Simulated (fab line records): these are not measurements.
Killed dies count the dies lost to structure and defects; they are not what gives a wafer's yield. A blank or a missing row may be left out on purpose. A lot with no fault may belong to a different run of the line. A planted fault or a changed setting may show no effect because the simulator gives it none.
fab line records + flow rit-cmos
record:
- lots: 13
- wafers: 39
- last-day: 7
route steps=202 shown NWELL@36 M1@202
lots untouched by any fault: they come from a run of this same line in which no faults occurred
start-h: hours from the record's opening day to when the first of the lot's shown wafers began + wait-h: hours since the lot's step before + " the same as in the row above + L1.1+2: a row that stands for several wafers + - no value present, or no start provided + * or withheld: withheld + < > ~ a bound
route shown NAME@n: a module of which the file shows steps, and the number in the route of the first + usual: mean/standard deviation of fault-free wafers + same: alike in all rows + chamber/n: place in a boat + sites: per-site readings + _std_site: standard deviation across them + _edge_site: mean of outer sites minus mean of inner sites + radius-mm: for every site, how far away it sits from the centre of the wafer + mask NAME#n: copy n + behind: tool/chamber where the wafer was last shaped + hold: why the lot was held/for how many hours/how that ended + device: names the non-switching transistor (n, p or np) + end of line: tests run on the same wafers once the route is complete + for a step that has no rows: nothing shown but its recipe + killed: at the first sort, the dies lost to defects and structure; wafer yield is something else + map: the dies of a wafer, with x for killed, . for not killed, _ for no die there
set.NAME: setting as actually run; set.NAME@STEP: the setting as run at that earlier step + model.NAME: the simulator's own value behind a step, which no gauge read
a sample of lots followed through the steps of the route, with each step as a table and each wafer as a row
services: from which hour (start-h, from the record's first day; less than 0 if before it) a tool's chamber was out of use, for how many hours, and why
== steps ==
step: RIT_NWELL_IMPLANT_08
recipe:
- species: P
- energy-kev: 170
- dose-cm2: 5e+13
- tilt-deg: 7
| lot.wafer  | tool         | chamber | start-h | wait-h |
|------------|--------------|---------|---------|--------|
| L734.3+4+6 | implanter-04 | 0       | 21.25   | 0.2    |
| L735.2+3+6 | implanter-04 | 0       | 27.31   | 0.2    |
| L736.1+4+6 | implanter-02 | 0       | 34.83   | 0.2    |
| L737.2+4+6 | implanter-02 | 0       | 38.81   | 0.2    |
| L738.4+5+6 | implanter-01 | 0       | 45.99   | 0.2    |
| L739.2+5+6 | implanter-04 | 0       | 48.74   | 0.2    |
| L739.2+5+6 | implanter-04 | 0       | 49.06   | 0.3    |
| L740.1+4+6 | implanter-01 | 0       | 52.21   | 0.2    |
| L744.2+3+5 | implanter-02 | 0       | 72.02   | 0.2    |
| L744.2+3+5 | implanter-02 | 0       | 72.34   | 0.3    |
| L745.1+2+3 | implanter-01 | 0       | 78.96   | 0.2    |
| L745.1+2+3 | implanter-01 | 0       | 79.28   | 0.3    |
| L748.4+5+6 | implanter-04 | 0       | 92.07   | 0.2    |
| L752.1+4+6 | implanter-04 | 0       | 112.75  | 0.2    |
| L753.2+3+6 | implanter-02 | 0       | 116.28  | 0.2    |
| L756.1+3+4 | implanter-04 | 0       | 135.11  | 0.2    |
step: RIT_NWELL_TW_MEAS_10
usual:
- NWELL_TW: 2128/25
| lot.wafer | tool          | chamber | start-h | wait-h | NWELL_TW |
|-----------|---------------|---------|---------|--------|----------|
| L734.3    | film-metro-01 | -       | 21.54   | 0.1    | 2085     |
| L734.4    | "             | -       | "       | "      | 2093     |
| L734.6    | "             | -       | "       | "      | 2095     |
| L735.2    | film-metro-02 | -       | 27.62   | 0.1    | 2145     |
| L735.3    | "             | -       | "       | "      | 2147     |
| L735.6    | "             | -       | "       | "      | 2153     |
| L736.1    | film-metro-04 | -       | 35.15   | 0.1    | 2142     |
| L736.4    | "             | -       | "       | "      | 2143     |
| L736.6    | "             | -       | "       | "      | 2147     |
| L737.2    | film-metro-04 | -       | 39.12   | 0.1    | 2142     |
| L737.4    | "             | -       | "       | "      | 2140     |
| L737.6    | "             | -       | "       | "      | 2135     |
| L738.4    | film-metro-01 | -       | 46.27   | 0.1    | 2104     |
| L738.5    | "             | -       | "       | "      | 2097     |
| L738.6    | "             | -       | "       | "      | 2099     |
| L739.2    | film-metro-02 | -       | 49.37   | 0.1    | 2672     |
| L739.5    | "             | -       | "       | "      | 2681     |
| L739.6    | "             | -       | "       | "      | 2692     |
| L739.2    | film-metro-02 | -       | 49.59   | 0.2    | 2693     |
| L739.5    | "             | -       | "       | "      | 2674     |
| L739.6    | "             | -       | "       | "      | 2684     |
| L740.1    | film-metro-01 | -       | 52.54   | 0.1    | 2084     |
| L740.4    | "             | -       | "       | "      | 2102     |
| L740.6    | "             | -       | "       | "      | 2092     |
| L744.2    | film-metro-01 | -       | 72.65   | 0.1    | 2601     |
| L744.3    | "             | -       | "       | "      | 2608     |
| L744.5    | "             | -       | "       | "      | 2631     |
| L744.2    | film-metro-01 | -       | 72.95   | 0.3    | 2594     |
| L744.3    | "             | -       | "       | "      | 2617     |
| L744.5    | "             | -       | "       | "      | 2620     |
| L745.1    | film-metro-04 | -       | 79.60   | 0.1    | 2660     |
| L745.2    | "             | -       | "       | "      | 2653     |
| L745.3    | "             | -       | "       | "      | 2664     |
| L745.1    | film-metro-04 | -       | 79.88   | 0.3    | 2670     |
| L745.2    | "             | -       | "       | "      | 2668     |
| L745.3    | "             | -       | "       | "      | 2664     |
| L748.4    | film-metro-04 | -       | 92.35   | 0.1    | 2140     |
| L748.5    | "             | -       | "       | "      | 2143     |
| L748.6    | "             | -       | "       | "      | 2134     |
| L752.1    | film-metro-01 | -       | 113.07  | 0.1    | 2101     |
| L752.4    | "             | -       | "       | "      | 2089     |
| L752.6    | "             | -       | "       | "      | 2091     |
| L753.2    | film-metro-01 | -       | 116.59  | 0.1    | 2100     |
| L753.3    | "             | -       | "       | "      | 2107     |
| L753.6    | "             | -       | "       | "      | 2091     |
| L756.1    | film-metro-04 | -       | 135.44  | 0.1    | 2155     |
| L756.3    | "             | -       | "       | "      | 2158     |
| L756.4    | "             | -       | "       | "      | 2164     |
step: RIT_WELLDRIVE_RS_MEAS_01
recipe:
- thk-meas-gauge: four-point-probe
usual:
- NWELL_RS: 275.5/0.7
| lot.wafer | tool          | chamber | start-h | wait-h | NWELL_RS[ohm/sq] |
|-----------|---------------|---------|---------|--------|------------------|
| L734.3    | film-metro-01 | -       | 28.42   | 0.0    | 275.8            |
| L734.4    | "             | -       | "       | "      | 275.8            |
| L734.6    | "             | -       | "       | "      | 275.9            |
| L735.2    | film-metro-01 | -       | 35.27   | 0.0    | 275.4            |
| L735.3    | "             | -       | "       | "      | 274.6            |
| L735.6    | "             | -       | "       | "      | 276.0            |
| L736.1    | film-metro-01 | -       | 41.89   | 0.0    | 276.0            |
| L736.4    | "             | -       | "       | "      | 276.5            |
| L736.6    | "             | -       | "       | "      | 276.3            |
| L737.2    | film-metro-04 | -       | 47.18   | 0.0    | 275.9            |
| L737.4    | "             | -       | "       | "      | 276.9            |
| L737.6    | "             | -       | "       | "      | 275.2            |
| L738.4    | film-metro-04 | -       | 53.27   | 0.1    | 275.9            |
| L738.5    | "             | -       | "       | "      | 275.1            |
| L738.6    | "             | -       | "       | "      | 276.0            |
| L740.1    | film-metro-04 | -       | 60.84   | 0.0    | 275.6            |
| L740.4    | "             | -       | "       | "      | 273.5            |
| L740.6    | "             | -       | "       | "      | 275.1            |
| L739.2    | film-metro-04 | -       | 60.86   | 0.0    | 183.2            |
| L739.5    | "             | -       | "       | "      | 182.8            |
| L739.6    | "             | -       | "       | "      | 182.7            |
| L739.2    | film-metro-04 | -       | 61.15   | 0.3    | 183.0            |
| L739.5    | "             | -       | "       | "      | 183.0            |
| L739.6    | "             | -       | "       | "      | 182.5            |
| L744.2    | film-metro-04 | -       | 84.24   | 0.0    | 182.9            |
| L744.3    | "             | -       | "       | "      | 182.6            |
| L744.5    | "             | -       | "       | "      | 182.6            |
| L744.2    | film-metro-04 | -       | 84.64   | 0.4    | 182.8            |
| L744.3    | "             | -       | "       | "      | 182.8            |
| L744.5    | "             | -       | "       | "      | 182.8            |
| L745.1    | film-metro-02 | -       | 89.03   | 0.0    | 182.7            |
| L745.2    | "             | -       | "       | "      | 182.1            |
| L745.3    | "             | -       | "       | "      | 183.1            |
| L745.1    | film-metro-02 | -       | 89.32   | 0.3    | 182.9            |
| L745.2    | "             | -       | "       | "      | 182.7            |
| L745.3    | "             | -       | "       | "      | 182.8            |
| L748.4    | film-metro-01 | -       | 99.32   | 0.1    | 275.7            |
| L748.5    | "             | -       | "       | "      | 275.3            |
| L748.6    | "             | -       | "       | "      | 276.0            |
| L752.1    | film-metro-04 | -       | 119.93  | 0.0    | 275.8            |
| L752.4    | "             | -       | "       | "      | 276.1            |
| L752.6    | "             | -       | "       | "      | 276.3            |
| L753.2    | film-metro-01 | -       | 124.79  | 0.0    | 276.2            |
| L753.3    | "             | -       | "       | "      | 275.7            |
| L753.6    | "             | -       | "       | "      | 275.6            |
| L756.1    | film-metro-02 | -       | 143.06  | 0.0    | 274.8            |
| L756.3    | "             | -       | "       | "      | 275.2            |
| L756.4    | "             | -       | "       | "      | 274.8            |
step: RIT_M1_PROBE_99
usual:
- defect-limited-yield: 97.1/1.2
- killed-at-contacts: 0.1/0.31
- killed-at-front-end: 8/3.1
- killed-dies: 8/3.2
- killed-open: 3.9/2.2
- killed-short: 3.8/2.1
- sort_bin_3_pad_short: 0.1/0.23
- sort_bin_5_function: 1.7/0.86
- sort_bin_6_memory: 1.1/0.7
- sort-n-pass: 256/3.2
- sort-yield-pct: 97.1/1.2
same:
- gross-dies: 264
- killed_at_M0_to_M3: 0
- killed_at_M4_up: 0
- killed-at-back-side: 0
- killed-at-other: 0
| lot.wafer | tool      | chamber | start-h | wait-h | defect-limited-yield[%] | killed-at-contacts | killed-at-front-end | killed-dies | killed-open | killed-short | sort_bin_3_pad_short[%] | sort_bin_5_function[%] | sort_bin_6_memory[%] | sort-n-pass | sort-yield-pct[%] |
|-----------|-----------|---------|---------|--------|-------------------------|--------------------|---------------------|-------------|-------------|--------------|-------------------------|------------------------|----------------------|-------------|-------------------|
| L737.2    | prober-01 | -       | 80.81   | 0.1    | 97.7                    | 0                  | 6                   | 6           | 5           | 1            | 0                       | 1.1                    | 1.1                  | 258         | 97.7              |
| L737.4    | prober-01 | -       | 80.91   | 0.2    | 98.5                    | 0                  | 4                   | 4           | 1           | 3            | 0                       | 1.1                    | 0.4                  | 260         | 98.5              |
| L737.6    | prober-01 | -       | 81.01   | 0.2    | 97.0                    | 0                  | 8                   | 8           | 4           | 4            | 0.4                     | 1.9                    | 0.8                  | 256         | 97.0              |
| L748.4    | prober-02 | -       | 132.17  | 0.2    | 98.9                    | 0                  | 3                   | 3           | 1           | 2            | 0                       | 0.8                    | 0.4                  | 261         | 98.9              |
| L748.5    | prober-02 | -       | 132.22  | 0.2    | 95.8                    | 0                  | 11                  | 11          | 9           | 2            | 0                       | 3.0                    | 1.1                  | 253         | 95.8              |
| L748.6    | prober-02 | -       | 132.27  | 0.2    | 97.7                    | 0                  | 6                   | 6           | 2           | 4            | 0                       | 1.1                    | 1.1                  | 258         | 97.7              |
| L752.1    | prober-02 | -       | 153.94  | 0.1    | 96.6                    | 0                  | 9                   | 9           | 2           | 7            | 0.4                     | 1.9                    | 1.1                  | 255         | 96.6              |
| L752.4    | prober-02 | -       | 154.09  | 0.2    | 98.1                    | 0                  | 5                   | 5           | 4           | 1            | 0                       | 1.1                    | 0.8                  | 259         | 98.1              |
| L752.6    | prober-02 | -       | 154.19  | 0.2    | 95.5                    | 0                  | 12                  | 12          | 4           | 8            | 0                       | 2.3                    | 2.3                  | 252         | 95.5              |
| L753.2    | prober-01 | -       | 157.03  | 0.1    | 96.6                    | 0                  | 9                   | 9           | 6           | 3            | 0                       | 2.7                    | 0.8                  | 255         | 96.6              |
| L753.3    | prober-01 | -       | 157.08  | 0.2    | 96.2                    | 1                  | 9                   | 10          | 5           | 5            | 0.8                     | 2.7                    | 0.4                  | 254         | 96.2              |
| L753.6    | prober-01 | -       | 157.23  | 0.2    | 97.7                    | 0                  | 6                   | 6           | 6           | 0            | 0                       | 1.5                    | 0.8                  | 258         | 97.7              |
| L756.1    | prober-02 | -       | 172.80  | 0.1    | 97.3                    | 0                  | 7                   | 7           | 2           | 5            | 0.4                     | 1.1                    | 1.1                  | 257         | 97.3              |
| L756.3    | prober-02 | -       | 172.90  | 0.2    | 96.2                    | 0                  | 10                  | 10          | 5           | 5            | 0                       | 1.5                    | 2.3                  | 254         | 96.2              |
| L756.4    | prober-02 | -       | 172.95  | 0.2    | 97.7                    | 0                  | 6                   | 6           | 4           | 2            | 0                       | 0.8                    | 1.5                  | 258         | 97.7              |
killed by level:class
L737.2 FOX1:geometric-particle:open=2 GATE:geometric-particle:open=2 GATE:geometric-particle:short=1 REOX:geometric-particle:open=1
L737.4 GATE:geometric-particle:short=3 STARTING-WAFER:geometric-particle:open=1
L737.6 REOX:geometric-particle:short=3 SPACER:geometric-particle:open=2 FOX1:geometric-particle:open=1 REOX:geometric-particle:open=1 SPACER:geometric-particle:short=1
L748.4 FOX2:geometric-particle:short=2 FOX2:geometric-particle:open=1
L748.5 FOX2:geometric-particle:open=3 FOX2:geometric-particle:short=2 GATE:geometric-particle:open=2 FOX1:geometric-particle:open=1 REOX:geometric-particle:open=1 SPACER:geometric-particle:open=1 SILICIDE:geometric-particle:open=1
L748.6 GATE:geometric-particle:short=3 GATE:geometric-particle:open=2 FOX2:geometric-particle:short=1
L752.1 GATE:geometric-particle:short=3 REOX:geometric-particle:short=2 GATE:geometric-particle:open=1 SPACER:geometric-particle:short=1 SILICIDE:geometric-particle:short=1 SILICIDE:geometric-particle:open=1
L752.4 GATE:geometric-particle:open=3 FOX1:geometric-particle:short=1 SILICIDE:geometric-particle:open=1
L752.6 REOX:geometric-particle:short=3 GATE:geometric-particle:short=2 SILICIDE:geometric-particle:open=2 SILICIDE:geometric-particle:short=2 FOX1:geometric-particle:open=1 FOX1:geometric-particle:short=1 GATE:geometric-particle:open=1
L753.2 FOX2:geometric-particle:open=2 FOX1:geometric-particle:open=1 GATE:geometric-particle:short=1 GATE:geometric-particle:open=1 SPACER:geometric-particle:short=1 SPACER:geometric-particle:open=1 SILICIDE:geometric-particle:open=1 SILICIDE:geometric-particle:short=1
L753.3 SPACER:geometric-particle:open=3 SPACER:geometric-particle:short=3 FOX1:geometric-particle:open=1 FOX2:geometric-particle:short=1 GATE:geometric-particle:open=1 CONTACT:geometric-particle:short=1
L753.6 FOX1:geometric-particle:open=4 GATE:geometric-particle:open=1 SPACER:geometric-particle:open=1
L756.1 FOX1:geometric-particle:short=2 GATE:geometric-particle:short=2 GATE:geometric-particle:open=1 SPACER:geometric-particle:short=1 SPACER:geometric-particle:open=1
L756.3 GATE:geometric-particle:open=3 FOX1:geometric-particle:short=1 FOX1:geometric-particle:open=1 FOX2:geometric-particle:short=1 GATE:geometric-particle:short=1 REOX:geometric-particle:short=1 SPACER:geometric-particle:open=1 SPACER:geometric-particle:short=1
L756.4 GATE:geometric-particle:open=2 FOX1:geometric-particle:short=1 GATE:geometric-particle:short=1 REOX:geometric-particle:open=1 SPACER:geometric-particle:open=1
== services ==
| tool         | chamber | start-h | hours | kind   |
|--------------|---------|---------|-------|--------|
| implanter-01 | -       | 1.63    | 2.7   | repair |
| implanter-04 | -       | 35.09   | 3.4   | repair |
| implanter-04 | -       | 64.76   | 1.3   | repair |
| implanter-04 | -       | 69.34   | 5.4   | repair |
| implanter-01 | -       | 82.18   | 4.4   | pm     |
| implanter-04 | -       | 94.46   | 5.6   | pm     |
| implanter-02 | -       | 121.27  | 6.1   | repair |
| implanter-04 | -       | 123.43  | 2.4   | repair |
== key ==
first-sign:
- step: RIT_NWELL_IMPLANT_08
- reading: visit
- direction: added
effect:
- step: RIT_NWELL_TW_MEAS_10
- reading: visit
- direction: added
effect:
- step: RIT_NWELL_TW_MEAS_10
- reading: NWELL_TW
- direction: up
- sigmas: 21
- usual: 2128
- struck: 2651
effect:
- step: RIT_WELLDRIVE_RS_MEAS_01
- reading: visit
- direction: added
effect:
- step: RIT_WELLDRIVE_RS_MEAS_01
- reading: NWELL_RS
- direction: down
- sigmas: 99+
- usual: 275.5
- struck: 182.7
met-at RIT_NWELL_IMPLANT_08
struck-lots L739,L744,L745
scrapped-behind RIT_WELLDRIVE_RS_MEAS_01 L739.2,L739.5,L739.6,L744.2,L744.3,L744.5,L745.1,L745.2,L745.3
fault:
- kind: repeated-step-whole
- tool: implanter-01,implanter-02,implanter-04
- chamber: -
- onset-h: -
- steps: RIT_NWELL_IMPLANT_08
- times: 1
- scope: struck-lots-only
